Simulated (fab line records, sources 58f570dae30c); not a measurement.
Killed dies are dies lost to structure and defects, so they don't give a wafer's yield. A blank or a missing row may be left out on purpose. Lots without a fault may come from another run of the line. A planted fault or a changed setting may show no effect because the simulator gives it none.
One fault seen from 2 desks | flow berkeley_cmos170 | each desk has only its own numbers; what lay behind them comes last

THE TOOL OWNER'S DESK: furnace-04
The tool's own readings at UCB170_WELLDRIVE_OXIDATION_01 (target thk 199 nm, ox time 9000 s): means of the sampled wafers that have a number, for each lot that ran on this tool. A lot is out of limits, marked OUT, if its mean lies more than 4 standard deviations from the usual mean; the brackets give that distance.
Columns: A = spike_tc_centre_C at UCB170_WELLDRIVE_OXIDATION_01, usual 1102.8 C; B = tube_center_temp_C at UCB170_WELLDRIVE_OXIDATION_01, usual 1100 C; C = tube_center_temp_C_max at UCB170_WELLDRIVE_OXIDATION_01, usual 1102.8
lot  | first seen here | A                 | B              | C
L480 | day 5 04:58     | 1101.8            | 1100           | 1103.2
L481 | day 5 04:58     | 1101.8            | 1100           | 1102.9
L482 | day 5 04:58     | 1102.0            | 1100           | 1102.5
L484 | day 5 04:58     | 1102.4            | 1100           | 1102.6
L490 | day 6 19:32     | 1107.7 (+4.1) OUT | 1106 (+66) OUT | 1109.0 (+14) OUT
L491 | day 6 19:32     | 1108.6 (+4.9) OUT | 1106 (+65) OUT | 1109.0 (+14) OUT
This desk's finding: out of limits on L490, L491; first on L490, day 6 19:32 (spike_tc_centre_C at UCB170_WELLDRIVE_OXIDATION_01). In limits: L480, L481, L482, L484.

THE METROLOGY DESK
What the gauges read, lot by lot, whatever tool the lot ran on: means of the sampled wafers that have a number. A lot is out of limits, marked OUT, if its mean lies more than 4 standard deviations from the usual mean; the brackets give that distance.
Columns: A = NWELL_OVL at UCB170_NWELL_OVL_MEAS_12, usual 0 nm; B = PWELL_OVL at UCB170_PWELL_OVL_MEAS_13, usual 0 nm; C = ACTIVE_OVL at UCB170_ACTIVE_OVL_MEAS_14, usual 0 nm
lot  | first seen here | A  | B  | C
L477 | day 2 16:45     | 1  | -5 | -6
L479 | day 3 03:27     | -2 | -8 | -2
L478 | day 3 03:41     | 4  | 8  | -3
L480 | day 3 15:26     | -0 | 6  | 2
L481 | day 3 15:53     | -3 | 0  | -7
L484 | day 3 22:46     | -6 | 2  | -7
L482 | day 3 23:13     | 3  | -6 | 3
L490 | day 5 11:43     | 4  | 2  | 2
L491 | day 5 17:13     | 3  | 0  | 5
L493 | day 5 19:32     | 5  | -5 | 4
L495 | day 6 06:06     | 0  | 1  | 0
L496 | day 6 15:37     | -4 | -3 | -6
L500 | day 7 03:17     | -2 | 7  | 5
L499 | day 7 03:32     | -4 | 4  | 4
This desk's finding: nothing out of limits on any of the 14 lots.

PUT TOGETHER
The tool owner's desk could have raised an alarm at day 6 19:32, on L490, L491.
The metrology desk saw nothing out of limits.
The metrology desk has L490, L491 on record, within its limits.
Of the lots named, all ran UCB170_WELLDRIVE_OXIDATION_01 on furnace-04.

WHAT THE SIMULATOR HAD PUT IN
Process parameter drift: furnace-04, from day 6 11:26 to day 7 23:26, at UCB170_WELLDRIVE_OXIDATION_01. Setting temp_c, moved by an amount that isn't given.
Lots struck among those shown: L490, L491.
Hours from the fault's start to each desk's first reading out of limits: the tool owner's desk, 8.
